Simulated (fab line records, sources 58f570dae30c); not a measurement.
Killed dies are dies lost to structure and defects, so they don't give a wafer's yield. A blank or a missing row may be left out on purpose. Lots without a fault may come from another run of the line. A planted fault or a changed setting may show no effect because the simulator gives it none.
Which tool did it? | flow berkeley_cmos170 | 7 lots, 21 wafers sampled, at 3 steps of a route of 331

WHAT THE GAUGES READ, wafer by wafer
UCB170_PSD_TW_MEAS_10.
lot  | measured     | on            | PSD_TW
L109 | day 7 17:11  | film_metro-04 | 2319 2330 2317
L111 | day 8 02:38  | film_metro-04 | 2305 2317 2317
L115 | day 9 12:16  | film_metro-03 | 2328 2341 2348
L116 | day 9 17:28  | film_metro-03 | 2336 2331 2334
L117 | day 9 12:23  | film_metro-01 | 2898 2908 2940
L123 | day 10 18:40 | film_metro-03 | 2343 2337 2346
L129 | day 12 16:22 | film_metro-01 | 2358 2364 2369

WHICH TOOL RAN EACH LOT (tool, then ch and the chambers of the sampled wafers, then the start)
lot  | UCB170_PSD_IMPLANT_08           | UCB170_PSD_STRIP_09
L109 | implanter-03 ch 0, day 7 16:56  | plasma_asher-03 ch 0,1, day 7 17:05
L111 | implanter-03 ch 0, day 8 02:23  | plasma_asher-02 ch 1, day 8 02:31
L115 | implanter-01 ch 0, day 9 12:01  | plasma_asher-03 ch 0,1, day 9 12:10
L116 | implanter-04 ch 0, day 9 17:13  | plasma_asher-01 ch 1, day 9 17:21
L117 | implanter-03 ch 0, day 9 11:45  | plasma_asher-03 ch 0, day 9 12:16
L123 | implanter-01 ch 0, day 10 18:25 | plasma_asher-01 ch 0,1, day 10 18:33
L129 | implanter-04 ch 0, day 12 16:08 | plasma_asher-03 ch 0,1, day 12 16:16
- UCB170_PSD_IMPLANT_08
- UCB170_PSD_STRIP_09: strips in O2.

THE ANSWER, worked out from the rows above alone
Rule: what is usual is taken from the lots themselves. Put in order of their means at a reading, lots are off if they are a third of the lots or fewer, leave a main group of 4 or more, and stand apart from it by a gap of 3 or more times the standard deviation of the main group's means; of several such gaps the widest counts. A main group whose means are all the same, to the digits that the tables above print for the reading, isn't used. A lot without any number at a reading at which 4 lots or more have one is off too. The other lots that the step has rows for count as sound.
Off: L117, at UCB170_PSD_TW_MEAS_10 (PSD_TW). The main group: mean 2336, standard deviation 16.
A tool fits if, at a process step before that reading, it ran every lot that is off, and no sound lot after the first of them. The gauges at UCB170_PSD_TW_MEAS_10 are tried like those tools. One fits: implanter-03 at UCB170_PSD_IMPLANT_08. Its last sound lot is L111 (day 8 02:23), its first lot that is off L117 (day 9 11:45): a fault that began between those two fits.

WHAT THE SIMULATOR HAD PUT IN
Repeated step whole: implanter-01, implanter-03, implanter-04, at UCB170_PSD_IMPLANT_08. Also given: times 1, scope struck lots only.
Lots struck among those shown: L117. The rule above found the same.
